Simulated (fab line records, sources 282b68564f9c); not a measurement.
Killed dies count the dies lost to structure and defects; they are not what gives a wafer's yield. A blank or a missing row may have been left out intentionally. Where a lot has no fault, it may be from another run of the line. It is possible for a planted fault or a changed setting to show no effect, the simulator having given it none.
Which tool did it? | flow ritCmos | 18 wafers from 6 lots sampled at 2 of the route's 202 steps

WHAT THE GAUGES READ, wafer by wafer
RIT_NWELL_TW_MEAS_10.
lot  | measured    | on           | NWELL_TW
L887 | day 2 04:01 | filmMetro-02 | 2166 2161 2168
L889 | day 2 14:28 | filmMetro-02 | 2181 2168 2174
L895 | day 3 18:43 | filmMetro-03 | 2168 2176 2173
L898 | day 4 08:49 | filmMetro-02 | 2003 2005 1998
L906 | day 6 01:56 | filmMetro-03 | 2170 2171 2178
L909 | day 6 17:26 | filmMetro-02 | 2161 2152 2162

EACH LOT AND THE TOOL THAT RAN IT (in order: tool; ch and the chambers of the sampled wafers; start)
lot  | RIT_NWELL_IMPLANT_08
L887 | implanter-01 ch 0, day 2 03:41
L889 | implanter-01 ch 0, day 2 14:08
L895 | implanter-03 ch 0, day 3 18:23
L898 | implanter-01 ch 0, day 4 08:31
L906 | implanter-02 ch 0, day 6 01:37
L909 | implanter-01 ch 0, day 6 17:08
- RIT_NWELL_IMPLANT_08

THE ANSWER, worked out from the rows above alone
Rule: the usual values come from the lots themselves. Put in order of their means at a reading, lots are off if they are a third of the lots or fewer, leave a main group of 4 or more, and stand apart from it by a gap of 3 or more times the standard deviation of the main group's means; of several such gaps the widest counts. The tables above print the reading to a certain number of digits; a main group whose means all agree to those digits is not used. A lot without any number at a reading at which 4 lots or more have one is off too. Where the step has rows for the other lots, those lots are counted as sound.
Off: at RIT_NWELL_TW_MEAS_10 (NWELL_TW), L898. Main group: mean 2169, sd 6.1.
A tool fits if, at a process step before that reading, it ran every lot that is off, and no sound lot after the first of them. Gauges at RIT_NWELL_TW_MEAS_10: tried the same way as those tools. Not one of the candidates tried fits.

WHAT THE SIMULATOR PUT IN
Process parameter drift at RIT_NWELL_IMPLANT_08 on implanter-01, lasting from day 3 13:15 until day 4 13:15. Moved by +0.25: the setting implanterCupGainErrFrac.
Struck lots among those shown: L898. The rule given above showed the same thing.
